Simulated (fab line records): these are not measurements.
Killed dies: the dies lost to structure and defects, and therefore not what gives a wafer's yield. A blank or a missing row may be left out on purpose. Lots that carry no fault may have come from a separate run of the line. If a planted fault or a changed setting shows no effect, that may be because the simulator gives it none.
Comparing a struck lot with a sound one || flow berkeley cmos170 || 14 steps out of a route of 331
Sound: the wafers L280.1, L280.2, L280.3. Wafers struck: L285.1, L285.4, L285.6. Last of all comes the cause.
Per side, at each step with rows, come the tool, then ch with its chambers, and then its first start. Under that, the readings that differ: sound wafers || struck wafers || difference of the means || sigmas: that difference in standard deviations of wafers without a fault.
alike: readings with means less than 2 such deviations apart, plus words and numbers identical on both sides. not compared: withheld readings, readings lacking a value on some wafer, bounds such as >300 that could conceal the same value, and numbers that have no deviation in the record and whose values overlap.
The two part at a step that has a row with sigmas, a row that says differs or no value, or rows on one side only. When numbers do not overlap yet have no deviation, they are printed without sigmas and do not part them. A reading missing from all wafers of one side parts the sides only when that side holds two or more wafers.

first, 3 steps without rows for these wafers: UCB170_NLDD_EXPOSE_03 (exposes mask NSELECT, target cd 1200 nm); UCB170_NLDD_PEB_04; UCB170_NLDD_DEVELOP_05 (develop time 45 s).
UCB170_NLDD_CD_MEAS_06: target cd 1200 nm.
  sound on cd sem-02, day 7 05:14; struck on cd sem-01, day 8 00:55
  alike: cd nm
UCB170_NLDD_OVL_MEAS_07:
  sound on overlay-01, day 7 05:21; struck on overlay-02, day 8 01:02
{"reading": "NLDD_OVL (nm)", "sound": "-12 -14 -12", "struck": "2 -2 2", "difference": "+13", "sigmas": "+3"}
then, 2 steps without rows for these wafers: UCB170_NLDD_IMPLANT_08; UCB170_NLDD_IMPLANT_09.
UCB170_NLDD_STRIP_10: strips in O2.
  sound on plasma asher-02 ch 0,1, day 7 05:41; struck on plasma asher-04 ch 0,1, day 8 01:22
{"reading": "strip time to endpoint s (s)", "sound": "21.74 21.68 21.75", "struck": "21.54 21.58 21.57", "difference": -0.16, "sigmas": -2}
  alike: drypump motor current A, oes product au
  not compared: rf hours counter h
UCB170_NLDD_TW_MEAS_11:
  sound on film metro-01, day 7 05:47; struck on film metro-03, day 8 01:28
  alike: NLDD_TW
then, 1 step without rows for these wafers: UCB170_NLDD_CLEAN_12 (cleans in SPM, time 600 s).
UCB170_SPACER_CVD_00: deposits SiO2 from TEOS/O2, target thk 376 nm, time 47 s.
  sound on pecvd-01 ch 0,1,2, day 7 06:09; struck on pecvd-03 ch 0,1,2, day 8 01:42
  alike: heater power w
UCB170_SPACER_THK_MEAS_01:
  sound on film metro-02, day 7 06:11; struck on film metro-02, day 8 01:45
  alike: SPACER_TEOS_THK
UCB170_SPACER_ANNEAL_02: time 1800 s.
  sound on furnace-01 ch 0, day 7 09:08; struck on furnace-01, day 8 04:58
  no value came back on the struck wafers for spike tc centre C (C), spike tc load C (C); on the sound wafers spike tc centre C (C) reads 900.0 900.3 902.0
UCB170_SPACER_ETCHBACK_03: etches SiO2 in CHF3/CF4/Ar, stops on Si, target depth 376 nm, time 100 s.
  sound on rie diel-01 ch 0,1,3, day 7 10:38; struck on rie diel-02 ch 1,3, day 8 06:28
{"reading": "oes product au (a.u.)", "sound": "0.865 0.903 0.879", "struck": "0.918 0.923 0.941", "difference": "+0.045", "sigmas": "+2"}
  alike: drypump motor current A, mfc ar sccm, throttle valve pct
  not compared: rf hours counter h

WHERE THEY PART
Earliest at UCB170_NLDD_OVL_MEAS_07; latest, in this record, at UCB170_SPACER_ETCHBACK_03.

WHY: what had been put in by the simulator
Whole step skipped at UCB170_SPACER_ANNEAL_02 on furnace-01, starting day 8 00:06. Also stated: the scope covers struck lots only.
